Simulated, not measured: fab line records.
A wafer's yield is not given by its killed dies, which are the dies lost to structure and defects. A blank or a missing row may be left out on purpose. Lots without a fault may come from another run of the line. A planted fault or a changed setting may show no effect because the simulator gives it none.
Which of the tools did it? :: flow berkeley_cmos170 :: Sampling: 13 lots, 39 wafers, 6 of 331 route steps

WHAT THE GAUGES SHOWED, per wafer
UCB170_PSD_CD_MEAS_06 targets a cd of 1200 nm.
lot: L614
measured: day 7 17:01
on: cd_sem-01
cd_nm (nm): 1201.5 1202.1 1201.1

lot: L618
measured: day 8 01:08
on: cd_sem-02
cd_nm (nm): 1202.2 1200.8 1202.4

lot: L616
measured: day 8 01:47
on: cd_sem-01
cd_nm (nm): 1199.5 1200.5 1199.5

lot: L617
measured: day 8 02:14
on: cd_sem-01
cd_nm (nm): 1200.9 1200.9 1201.5

lot: L619
measured: day 9 11:37
on: cd_sem-02
cd_nm (nm): 1202.0 1200.6 1202.0

lot: L620
measured: day 9 12:19
on: cd_sem-02
cd_nm (nm): 1197.7 1198.8 1200.0

lot: L625
measured: day 10 02:33
on: cd_sem-02
cd_nm (nm): 1203.7 1203.1 1201.7

lot: L627
measured: day 10 17:58
on: cd_sem-02
cd_nm (nm): 1200.0 1200.6 1200.6

lot: L629
measured: day 10 18:16
on: cd_sem-01
cd_nm (nm): 1200.3 1199.2 1199.6

lot: L630
measured: day 11 09:44
on: cd_sem-02
cd_nm (nm): 1198.4 1197.7 1198.5

lot: L633
measured: day 11 22:32
on: cd_sem-02
cd_nm (nm): 1199.6 1201.4 1200.9

lot: L631
measured: day 11 22:42
on: cd_sem-01
cd_nm (nm): 1200.3 1200.9 1200.5

lot: L636
measured: day 12 16:19
on: cd_sem-01
cd_nm (nm): 1201.7 1201.7 1202.3

UCB170_SILICIDE_RS_MEAS_02: the measuring method here is four-point-probe.
lot: L614
measured: day 7 21:31
on: film_metro-02
SILICIDE_TI_RS (ohm/sq): 25.8 25.6 26.1

lot: L618
measured: day 8 06:08
on: film_metro-02
SILICIDE_TI_RS (ohm/sq): 25.7 26.2 26.1

lot: L616
measured: day 8 06:41
on: film_metro-04
SILICIDE_TI_RS (ohm/sq): 25.8 26.2 26.2

lot: L617
measured: day 8 06:52
on: film_metro-01
SILICIDE_TI_RS (ohm/sq): 26.1 26.2 26.2

lot: L619
measured: day 9 15:19
on: film_metro-02
SILICIDE_TI_RS (ohm/sq): 26.0 25.7 25.6

lot: L620
measured: day 9 16:02
on: film_metro-01
SILICIDE_TI_RS (ohm/sq): 26.0 25.7 26.0

lot: L625
measured: day 10 07:23
on: film_metro-04
SILICIDE_TI_RS (ohm/sq): 26.8 26.5 27.0

lot: L627
measured: day 10 21:50
on: film_metro-02
SILICIDE_TI_RS (ohm/sq): 37.9 26.1 25.9

lot: L629
measured: day 10 22:21
on: film_metro-02
SILICIDE_TI_RS (ohm/sq): 26.0 25.9 26.1

lot: L630
measured: day 11 13:56
on: film_metro-04
SILICIDE_TI_RS (ohm/sq): 26.0 26.2 26.2

lot: L633
measured: day 12 02:56
on: film_metro-01
SILICIDE_TI_RS (ohm/sq): 25.4 25.7 25.8

lot: L631
measured: day 12 03:14
on: film_metro-01
SILICIDE_TI_RS (ohm/sq): 25.9 26.0 26.4

lot: L636
measured: day 12 20:34
on: film_metro-04
SILICIDE_TI_RS (ohm/sq): 25.9 25.9 26.1

UCB170_SILICIDE_THK_MEAS_03: measures by xrf.
lot: L614
measured: day 7 21:38
on: film_metro-02
SILICIDE_TI_THK (nm): 29.5 29.8 29.3

lot: L618
measured: day 8 06:15
on: film_metro-02
SILICIDE_TI_THK (nm): 29.7 29.2 29.2

lot: L616
measured: day 8 06:48
on: film_metro-04
SILICIDE_TI_THK (nm): 29.6 29.1 29.0

lot: L617
measured: day 8 06:58
on: film_metro-01
SILICIDE_TI_THK (nm): 29.4 29.7 29.5

lot: L619
measured: day 9 15:25
on: film_metro-02
SILICIDE_TI_THK (nm): 29.2 29.7 29.7

lot: L620
measured: day 9 16:08
on: film_metro-01
SILICIDE_TI_THK (nm): 29.6 29.7 29.6

lot: L625
measured: day 10 07:31
on: film_metro-04
SILICIDE_TI_THK (nm): 28.5 28.9 28.4

lot: L627
measured: day 10 21:57
on: film_metro-02
SILICIDE_TI_THK (nm): 21.6 29.4 29.6

lot: L629
measured: day 10 22:28
on: film_metro-02
SILICIDE_TI_THK (nm): 29.6 29.5 29.4

lot: L630
measured: day 11 14:03
on: film_metro-04
SILICIDE_TI_THK (nm): 29.5 29.3 29.3

lot: L633
measured: day 12 03:04
on: film_metro-01
SILICIDE_TI_THK (nm): 30.2 29.8 29.8

lot: L631
measured: day 12 03:22
on: film_metro-01
SILICIDE_TI_THK (nm): 29.6 29.6 29.3

lot: L636
measured: day 12 20:41
on: film_metro-04
SILICIDE_TI_THK (nm): 29.8 29.6 29.3

UCB170_CONTACT_CD_MEAS_90 targets a cd of 700 nm.
lot: L614
measured: day 8 04:32
on: cd_sem-02
cd_nm (nm): 698.5 700.9 699.8

lot: L618
measured: day 8 11:58
on: cd_sem-01
cd_nm (nm): 700.7 699.5 699.4

lot: L616
measured: day 8 13:16
on: cd_sem-02
cd_nm (nm): 699.7 700.6 700.9

lot: L617
measured: day 8 13:02
on: cd_sem-01
cd_nm (nm): 700.7 701.8 701.0

lot: L619
measured: day 9 19:48
on: cd_sem-02
cd_nm (nm): 701.0 700.4 700.2

lot: L620
measured: day 9 21:35
on: cd_sem-02
cd_nm (nm): 699.9 698.3 698.7

lot: L625
measured: day 10 12:14
on: cd_sem-01
cd_nm (nm): 699.8 699.7 700.4

lot: L627
measured: day 11 02:37
on: cd_sem-02
cd_nm (nm): 698.6 700.0 698.7

lot: L629
measured: day 11 02:52
on: cd_sem-02
cd_nm (nm): 700.9 700.9 701.6

lot: L630
measured: day 11 18:21
on: cd_sem-01
cd_nm (nm): 697.9 699.2 697.5

lot: L633
measured: day 12 07:44
on: cd_sem-02
cd_nm (nm): 703.3 702.8 702.8

lot: L631
measured: day 12 09:08
on: cd_sem-01
cd_nm (nm): 700.2 699.6 698.1

lot: L636
measured: day 13 01:07
on: cd_sem-01
cd_nm (nm): 699.8 698.8 699.4

WHAT TOOL EACH LOT RAN ON (gives the tool, then ch and the chambers of the sampled wafers, and finally the start)
lot: L614
UCB170_GATE_ETCH_15: rie_si-01 ch 0,1,3, day 7 05:29
UCB170_SILICIDE_SPUTTER_01: pvd_sputter-01, day 7 21:29

lot: L618
UCB170_GATE_ETCH_15: rie_si-01 ch 0,1,3, day 7 11:21
UCB170_SILICIDE_SPUTTER_01: pvd_sputter-02, day 8 06:05

lot: L616
UCB170_GATE_ETCH_15: rie_si-02 ch 2,3, day 7 11:38
UCB170_SILICIDE_SPUTTER_01: pvd_sputter-03, day 8 06:38

lot: L617
UCB170_GATE_ETCH_15: rie_si-02 ch 2,3, day 7 12:07
UCB170_SILICIDE_SPUTTER_01: pvd_sputter-02, day 8 06:49

lot: L619
UCB170_GATE_ETCH_15: rie_si-01 ch 1,2,3, day 8 22:21
UCB170_SILICIDE_SPUTTER_01: pvd_sputter-03, day 9 15:16

lot: L620
UCB170_GATE_ETCH_15: rie_si-02 ch 0,1, day 8 22:49
UCB170_SILICIDE_SPUTTER_01: pvd_sputter-03, day 9 15:58

lot: L625
UCB170_GATE_ETCH_15: rie_si-02 ch 1,3, day 9 15:35
UCB170_SILICIDE_SPUTTER_01: pvd_sputter-01, day 10 07:21

lot: L627
UCB170_GATE_ETCH_15: rie_si-02 ch 0,2,3, day 10 05:41
UCB170_SILICIDE_SPUTTER_01: pvd_sputter-01, day 10 21:45

lot: L629
UCB170_GATE_ETCH_15: rie_si-01 ch 0,1,3, day 10 05:46
UCB170_SILICIDE_SPUTTER_01: pvd_sputter-02, day 10 22:18

lot: L630
UCB170_GATE_ETCH_15: rie_si-02 ch 0,1,3, day 10 19:10
UCB170_SILICIDE_SPUTTER_01: pvd_sputter-02, day 11 13:54

lot: L633
UCB170_GATE_ETCH_15: rie_si-02 ch 2,3, day 11 07:51
UCB170_SILICIDE_SPUTTER_01: pvd_sputter-02, day 12 02:55

lot: L631
UCB170_GATE_ETCH_15: rie_si-01 ch 1,2, day 11 08:02
UCB170_SILICIDE_SPUTTER_01: pvd_sputter-03, day 12 03:13

lot: L636
UCB170_GATE_ETCH_15: rie_si-02 ch 0,2,3, day 12 04:50
UCB170_SILICIDE_SPUTTER_01: pvd_sputter-03, day 12 20:32
- UCB170_GATE_ETCH_15: etches poly-Si in HBr/Cl2, stops on SiO2, time 56.3 s, target depth 278.2 nm.
- UCB170_SILICIDE_SPUTTER_01: material Ti, target thk 30 nm, time 25 s.

WHAT THE TOOLS THEMSELVES READ (means of the sampled wafers that have a number; where no wafer has one, the mark that the record gives instead)
UCB170_GATE_ETCH_15.
lot: L614
tool: rie_si-01
HBr_flow_sccm (sccm): 149.9
drypump_motor_current_A (A): 5.8
he_backside_leak_sccm (sccm): 2.56
oes_product_au (a.u.): 0.836
throttle_valve_pct (%): 26.7

lot: L618
tool: rie_si-01
HBr_flow_sccm (sccm): 150.1
drypump_motor_current_A (A): 5.8
he_backside_leak_sccm (sccm): 2.63
oes_product_au (a.u.): 0.826
throttle_valve_pct (%): 26.7

lot: L616
tool: rie_si-02
HBr_flow_sccm (sccm): 150.1
drypump_motor_current_A (A): 6.0
he_backside_leak_sccm (sccm): 2.46
oes_product_au (a.u.): 0.832
throttle_valve_pct (%): 26.6

lot: L617
tool: rie_si-02
HBr_flow_sccm (sccm): 149.9
drypump_motor_current_A (A): 6.0
he_backside_leak_sccm (sccm): 2.54
oes_product_au (a.u.): 0.834
throttle_valve_pct (%): 26.6

lot: L619
tool: rie_si-01
HBr_flow_sccm (sccm): 149.7
drypump_motor_current_A (A): 6.0
he_backside_leak_sccm (sccm): 2.68
oes_product_au (a.u.): 0.840
throttle_valve_pct (%): 26.5

lot: L620
tool: rie_si-02
HBr_flow_sccm (sccm): 150.2
drypump_motor_current_A (A): 5.3
he_backside_leak_sccm (sccm): 2.76
oes_product_au (a.u.): 0.841
throttle_valve_pct (%): 26.3

lot: L625
tool: rie_si-02
HBr_flow_sccm (sccm): 149.9
drypump_motor_current_A (A): 5.6
he_backside_leak_sccm (sccm): 2.60
oes_product_au (a.u.): 0.845
throttle_valve_pct (%): 26.6

lot: L627
tool: rie_si-02
HBr_flow_sccm (sccm): 150.0
drypump_motor_current_A (A): 5.6
he_backside_leak_sccm (sccm): 2.56
oes_product_au (a.u.): 0.820
throttle_valve_pct (%): 26.6

lot: L629
tool: rie_si-01
HBr_flow_sccm (sccm): 150.0
drypump_motor_current_A (A): 5.8
he_backside_leak_sccm (sccm): 2.64
oes_product_au (a.u.): 0.831
throttle_valve_pct (%): 26.7

lot: L630
tool: rie_si-02
HBr_flow_sccm (sccm): 150.1
drypump_motor_current_A (A): 5.4
he_backside_leak_sccm (sccm): 2.80
oes_product_au (a.u.): 0.832
throttle_valve_pct (%): 26.4

lot: L633
tool: rie_si-02
HBr_flow_sccm (sccm): 149.6
drypump_motor_current_A (A): 5.7
he_backside_leak_sccm (sccm): 2.65
oes_product_au (a.u.): 0.832
throttle_valve_pct (%): 26.7

lot: L631
tool: rie_si-01
HBr_flow_sccm (sccm): 149.9
drypump_motor_current_A (A): 6.3
he_backside_leak_sccm (sccm): 2.64
oes_product_au (a.u.): 0.832
throttle_valve_pct (%): 26.7

lot: L636
tool: rie_si-02
HBr_flow_sccm (sccm): 150.1
drypump_motor_current_A (A): 5.7
he_backside_leak_sccm (sccm): 2.62
oes_product_au (a.u.): 0.839
throttle_valve_pct (%): 26.6

UCB170_SILICIDE_SPUTTER_01.
lot: L614
tool: pvd_sputter-01
throttle_valve_pct (%): 29.4

lot: L618
tool: pvd_sputter-02
throttle_valve_pct (%): 29.3

lot: L616
tool: pvd_sputter-03
throttle_valve_pct (%): 29.7

lot: L617
tool: pvd_sputter-02
throttle_valve_pct (%): 30.3

lot: L619
tool: pvd_sputter-03
throttle_valve_pct (%): 29.7

lot: L620
tool: pvd_sputter-03
throttle_valve_pct (%): 29.9

lot: L625
tool: pvd_sputter-01
throttle_valve_pct (%): 29.3

lot: L627
tool: pvd_sputter-01
throttle_valve_pct (%): 29.5

lot: L629
tool: pvd_sputter-02
throttle_valve_pct (%): 30.3

lot: L630
tool: pvd_sputter-02
throttle_valve_pct (%): 29.6

lot: L633
tool: pvd_sputter-02
throttle_valve_pct (%): 29.3

lot: L631
tool: pvd_sputter-03
throttle_valve_pct (%): 29.1

lot: L636
tool: pvd_sputter-03
throttle_valve_pct (%): 29.6

THE ANSWER, worked out from the rows above alone
Rule: the usual values come from the lots themselves. The widest of any qualifying gaps counts: lots, ordered by their means at a reading, are off when they make up no more than a third of the lots, leave a main group of 4 or more, and stand apart from it by 3 or more times the standard deviation of that group's means. The tables above print the reading to a certain number of digits; a main group whose means all agree to those digits is not used. Also off: a lot with no number at a reading for which 4 or more lots have one. The other lots that the step has rows for count as sound. Order of review: gauges by route order, followed by the tools' own readings, for which a lot's mean as printed above is used. At the first step where some lot is off, the reading lying furthest off is the one used; lots without a number count as furthest.
Off: L627, at UCB170_SILICIDE_RS_MEAS_02 (SILICIDE_TI_RS). The main group has a mean of 26.0 ohm/sq with a standard deviation of 0.27.
A tool fits if, at a process step before that reading, it ran every lot that is off, and no sound lot after the first of them. Those tools and the gauges at UCB170_SILICIDE_RS_MEAS_02 are tried in the same way. One candidate fits, namely pvd_sputter-01 at UCB170_SILICIDE_SPUTTER_01. A fault onset in the window from L625 (day 10 07:21, its last sound lot) to L627 (day 10 21:45, its first lot off) fits.

WHAT THE SIMULATOR HAD INSERTED
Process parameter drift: pvd_sputter-01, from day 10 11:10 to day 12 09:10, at UCB170_SILICIDE_SPUTTER_01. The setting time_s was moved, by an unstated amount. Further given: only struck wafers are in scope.
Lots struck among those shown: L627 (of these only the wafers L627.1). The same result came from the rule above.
